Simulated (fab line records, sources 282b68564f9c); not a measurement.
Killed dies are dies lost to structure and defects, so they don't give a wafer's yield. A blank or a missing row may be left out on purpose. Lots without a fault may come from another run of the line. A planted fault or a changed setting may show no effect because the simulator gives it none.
A struck lot beside a sound one | flow rit_cmos | 17 steps out of a route of 202
Sound: wafers L917.2, L917.3, L917.6. Struck: wafers L919.1, L919.2, L919.3. The cause comes at the end.
At each step with rows: each side's tool, then ch and its chambers, then its first start. Under that, the readings that differ: sound wafers | struck wafers | difference of the means | sigmas: that difference in standard deviations of wafers without a fault.
alike: readings whose means differ by less than 2 such deviations, and words and numbers that are the same on both sides. not compared: withheld readings, readings that some wafer has no value for, bounds like >300 that may hide the same value, and numbers for which the record gives no deviation and whose values overlap.
The two part at a step that has a row with sigmas, a row that says differs or no value, or rows on one side only. Numbers that don't overlap but have no deviation are shown without sigmas and don't part them. A reading that every wafer of one side lacks parts them only if that side has two wafers or more.

first, 1 step without rows for these wafers: RIT_PSD_IMPLANT_08.
RIT_PSD_STRIP_09: strips in O2, time 180 s.
  sound on plasma_asher-02 ch 0,1, day 5 02:28; struck on plasma_asher-02 ch 0,1, day 5 14:04
  alike: drypump_motor_current_A
  not compared: rf_hours_counter_h
RIT_PSD_TW_MEAS_10:
  sound on film_metro-03, day 5 02:39; struck on film_metro-03, day 5 14:15
  alike: PSD_TW
then, 3 steps without rows for these wafers: RIT_SDANNEAL_CLEAN_00 (cleans in SC1, time 600 s); RIT_SDANNEAL_CLEAN_01 (cleans in dHF, time 30 s); RIT_SDANNEAL_CLEAN_02 (cleans in SC2, time 600 s).
RIT_SDANNEAL_RTA_03: time 5 s.
  sound on rtp_anneal-02 ch 0, day 5 03:26; struck on rtp_anneal-02 ch 0, day 5 14:41
  alike: ramp_down_c_per_s, wafer_temp_C_max
RIT_SDANNEAL_RS_MEAS_04: measures by four-point-probe.
  sound on film_metro-04, day 5 03:30; struck on film_metro-03, day 5 14:45
  alike: PSD_RS
RIT_SDANNEAL_RS_MEAS_05: measures by four-point-probe.
  sound on film_metro-04, day 5 03:37; struck on film_metro-03, day 5 14:52
  alike: NSD_RS
RIT_SDANNEAL_RS_MEAS_06: measures by four-point-probe.
  sound on film_metro-04, day 5 03:44; struck on film_metro-03, day 5 14:59
  alike: PLDD_RS
RIT_SDANNEAL_RS_MEAS_07: measures by four-point-probe.
  sound on film_metro-04, day 5 03:52; struck on film_metro-03, day 5 15:07
  alike: NLDD_RS
then, 1 step without rows for these wafers: RIT_SILICIDE_WET_ETCH_00 (etches SiO2 in BOE, target depth 14 nm, time 15 s).
RIT_SILICIDE_SPUTTER_01: material Ti, target thk 30 nm, time 240 s.
  sound on pvd_sputter-03, day 5 03:58; struck on pvd_sputter-03, day 5 15:34
  alike: throttle_valve_pct
RIT_SILICIDE_RS_MEAS_02: measures by four-point-probe.
  sound on film_metro-02, day 5 04:08; struck on film_metro-02, day 5 15:43
  reading                 | sound          | struck         | difference | sigmas
  SILICIDE_TI_RS (ohm/sq) | 47.7 47.2 47.5 | 20.2 19.8 20.2 | -27.4      | -44
RIT_SILICIDE_THK_MEAS_03: measures by xrf.
  sound on film_metro-02, day 5 04:15; struck on film_metro-02, day 5 15:50
  reading              | sound          | struck         | difference | sigmas
  SILICIDE_TI_THK (nm) | 30.3 30.3 30.4 | 60.8 61.9 60.9 | +30.9      | +91
RIT_SILICIDE_RTA_04: time 10 s, ramp up 5 s, ramp down 5 s.
  sound on rtp_anneal-01 ch 0, day 5 04:19; struck on rtp_anneal-01 ch 0, day 5 15:53
  alike: wafer_temp_C_max
RIT_M1_PROBE_99:
  sound on prober-01, day 5 11:17; struck on prober-01, day 5 23:35
  alike: killed_at_contacts, killed_at_front_end, killed_dies, killed_open, killed_short

WHERE THEY PART
First at RIT_SILICIDE_RS_MEAS_02; last, within this record, at RIT_SILICIDE_THK_MEAS_03. Later steps at which nothing parts them and some readings are alike: RIT_SILICIDE_RTA_04, RIT_M1_PROBE_99.

WHY: what the simulator had put in
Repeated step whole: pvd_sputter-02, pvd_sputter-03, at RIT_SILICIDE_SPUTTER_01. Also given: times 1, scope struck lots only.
